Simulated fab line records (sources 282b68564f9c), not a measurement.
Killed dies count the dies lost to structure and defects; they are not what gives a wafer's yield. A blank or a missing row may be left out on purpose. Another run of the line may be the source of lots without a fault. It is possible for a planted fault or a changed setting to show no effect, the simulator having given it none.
Split-lot experiment    flow rit_cmos    23 wafers read across 5 lots, on a route 202 steps long

## THE SPLIT ITSELF
At RIT_PRETRO_IMPLANT_08, the setting energy_kev was moved away from the recipe's 45 on 10 of the 23 wafers read, by -4.3% to +5.8%. This setting was run at the recipe's value on the other wafers.

Reading taken at the split's own step.

## THE READING
The simulator's own value implant.drp_nm, read by no gauge, in nm at RIT_PRETRO_IMPLANT_08. The file does not state a usual value for it.

wafer   tool, chamber at the split  energy_kev as run  against the recipe  implant.drp_nm, nm  against lot-mates on the recipe
L075.1  implanter-02, 0             45                 recipe              55.07               -
L075.2  implanter-02, 0             45                 recipe              55.07               -
L075.4  implanter-02, 0             45                 recipe              55.07               -
L075.3  implanter-02, 0             46.66              +3.7%               56.26               +1.19
L075.5  implanter-02, 0             46.66              +3.7%               56.26               +1.19
L076.1  implanter-03, 0             45                 recipe              55.07               -
L076.4  implanter-03, 0             45                 recipe              55.07               -
L076.5  implanter-03, 0             45                 recipe              55.07               -
L080.1  implanter-01, 0             44.07              -2.1%               54.39               -0.68
L080.2  implanter-01, 0             44.07              -2.1%               54.39               -0.68
L080.3  implanter-01, 0             45                 recipe              55.07               -
L080.4  implanter-01, 0             45                 recipe              55.07               -
L080.5  implanter-01, 0             45                 recipe              55.07               -
L082.1  implanter-03, 0             45                 recipe              55.07               -
L082.5  implanter-03, 0             45                 recipe              55.07               -
L082.2  implanter-03, 0             47.63              +5.8%               56.94               +1.87
L082.3  implanter-03, 0             47.63              +5.8%               56.94               +1.87
L082.4  implanter-03, 0             47.63              +5.8%               56.94               +1.87
L085.2  implanter-02, 0             45                 recipe              55.07               -
L085.6  implanter-02, 0             45                 recipe              55.07               -
L085.3  implanter-02, 0             43.06              -4.3%               53.64               -1.43
L085.4  implanter-02, 0             43.06              -4.3%               53.64               -1.43
L085.5  implanter-02, 0             43.06              -4.3%               53.64               -1.43

FIT RESULTS
A straight line over all 23 wafers: implant.drp_nm changes by +0.324 nm for each +1% of energy_kev; r = +1.00; the points scatter about the line by 0.013 nm.
The same after taking each lot's own level away (the mean of its wafers on the recipe; 23 wafers): +0.324 nm for each +1%; r = +1.00; scatter 0.013 nm.
That fit puts the effect of the largest move of energy_kev on the reading at 1.9 nm.
The lots' own levels span 55.070 to 55.070 nm.
So the lot-to-lot level changes the slope little: the two slopes agree.
Check: for one of the wafers moved furthest among these (+5.8%), held out of the fit, the line's prediction against its lot-mates is +1.89 nm. Against them it came out at +1.87 nm.

## OTHER SPLITS ON THESE WAFERS
Note: prior to the reading, these wafers also went through further splits. Each is held against what the fit with the lots' levels taken away leaves over:
other split on the same wafers     wafers away from the commonest value  r with implant.drp_nm (lot level and that fit taken away)
RIT_ACTIVE_OXIDATION_01 ox_time_s  10                                    -0.32
RIT_NWELL_COAT_01 spin_rpm         6                                     +0.11
RIT_NWELL_IMPLANT_08 dose_cm2      7                                     +0.08
RIT_PWELL_IMPLANT_08 dose_cm2      7                                     -0.26
RIT_NRETRO_COAT_01 spin_rpm        4                                     +0.01
RIT_NRETRO_IMPLANT_08 energy_kev   5                                     +0.12

## THE WHOLE CHAIN: every reading that the file lists as answering this split, in the file's order
step                   what it does  reading                                                          change (the file's fit)                r (the file's)
RIT_PRETRO_IMPLANT_08                implant.rp_nm (the simulator's own value, which no gauge read)   +1.38 nm for each +1% of the setting   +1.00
RIT_PRETRO_IMPLANT_08                implant.drp_nm (the simulator's own value, which no gauge read)  +0.324 nm for each +1% of the setting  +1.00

## FILE'S OWN FIT
implant.drp_nm changes by +0.324 nm for each +1% of energy_kev, r = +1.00.
